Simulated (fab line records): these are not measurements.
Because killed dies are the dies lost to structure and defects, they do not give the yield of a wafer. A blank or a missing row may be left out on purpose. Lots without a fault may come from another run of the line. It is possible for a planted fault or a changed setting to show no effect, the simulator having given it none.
Code-filled problem report in 8D (eight disciplines) form	flow berkeley cmos170	the parts of the form that need people (team, actions taken, sign-off) are left out

## 1. WHAT WENT WRONG
Mean of spin speed rpm at UCB170_GATE_COAT_07: 1589.9 rpm across 9 wafers in 3 lots; on wafers with no fault it is 1500.0 rpm (standard deviation 0.96). That is +94 standard deviations from the usual mean.
The step: resist thk 900 nm.
Seen first at day 10 21:00 on litho track-04, wafer L435.1. At this step, 45 wafers from 15 lots have a number in the record. The rule behind "out" and "out of limits": a value lying over 4 standard deviations away from the usual mean. All remaining wafers that have a number are taken as sound.

## 2. WHAT IT IS, WHAT IT ISN'T
question	is	is not
which readings at this step	spin speed rpm	-
which lots	L435, L437, L438	L418, L420, L421, L423, L424, L425, L426, L429, L430, L432, L440, L441
which wafers of those lots	all that have a number	-
read on which tools	litho track-04	litho track-01, litho track-03
when	from day 10 21:00	up to then (30 sound wafers); but 6 sound wafers of L440, L441 came after

## 3. THE SUSPECTS, EACH WITH WHAT RULES IT OUT
Counting: a tool at a process step up to the reading stays a suspect if it ran every lot that is out and no sound lot after the first of them.
- litho track-04 at UCB170_GATE_COAT_07 (resist thk 900 nm): kept. It ran every lot that is out, first L435 (day 10 21:00), and no sound lot after that; its last sound lot up to then is L430 (day 9 15:00). On those wafers its own readings are out: spin speed rpm.
Left after counting: litho track-04 at UCB170_GATE_COAT_07.

## 4. THE CAUSE (what the simulator had put in)
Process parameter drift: litho track-04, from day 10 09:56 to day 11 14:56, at UCB170_GATE_COAT_07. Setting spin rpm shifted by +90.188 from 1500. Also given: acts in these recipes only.
Counting left only this tool.

## 5. THE CHAIN OF EFFECTS, in route order
Rows list readings where the struck wafers' mean (over those with a number) sits beyond 3 standard deviations from the usual. Readings are gone through only where the record gives a usual standard deviation; hours: the median, over the lots, of the time from a lot's start at the first step in this table giving one to that lot's start at this step; sigmas: the change measured in usual standard deviations.
hours	step	reading	usual	on struck wafers	change	sigmas
0	UCB170_GATE_COAT_07	spin speed rpm	1500.0 rpm	1589.9	+89.9	+94
Its process steps:
- UCB170_GATE_COAT_07: resist thk 900 nm.

## 6. WHAT WOULD HAVE CAUGHT IT SOONER
In this record no reading fell out of limits until day 10 21:00, 11 hours after the fault had begun at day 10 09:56.
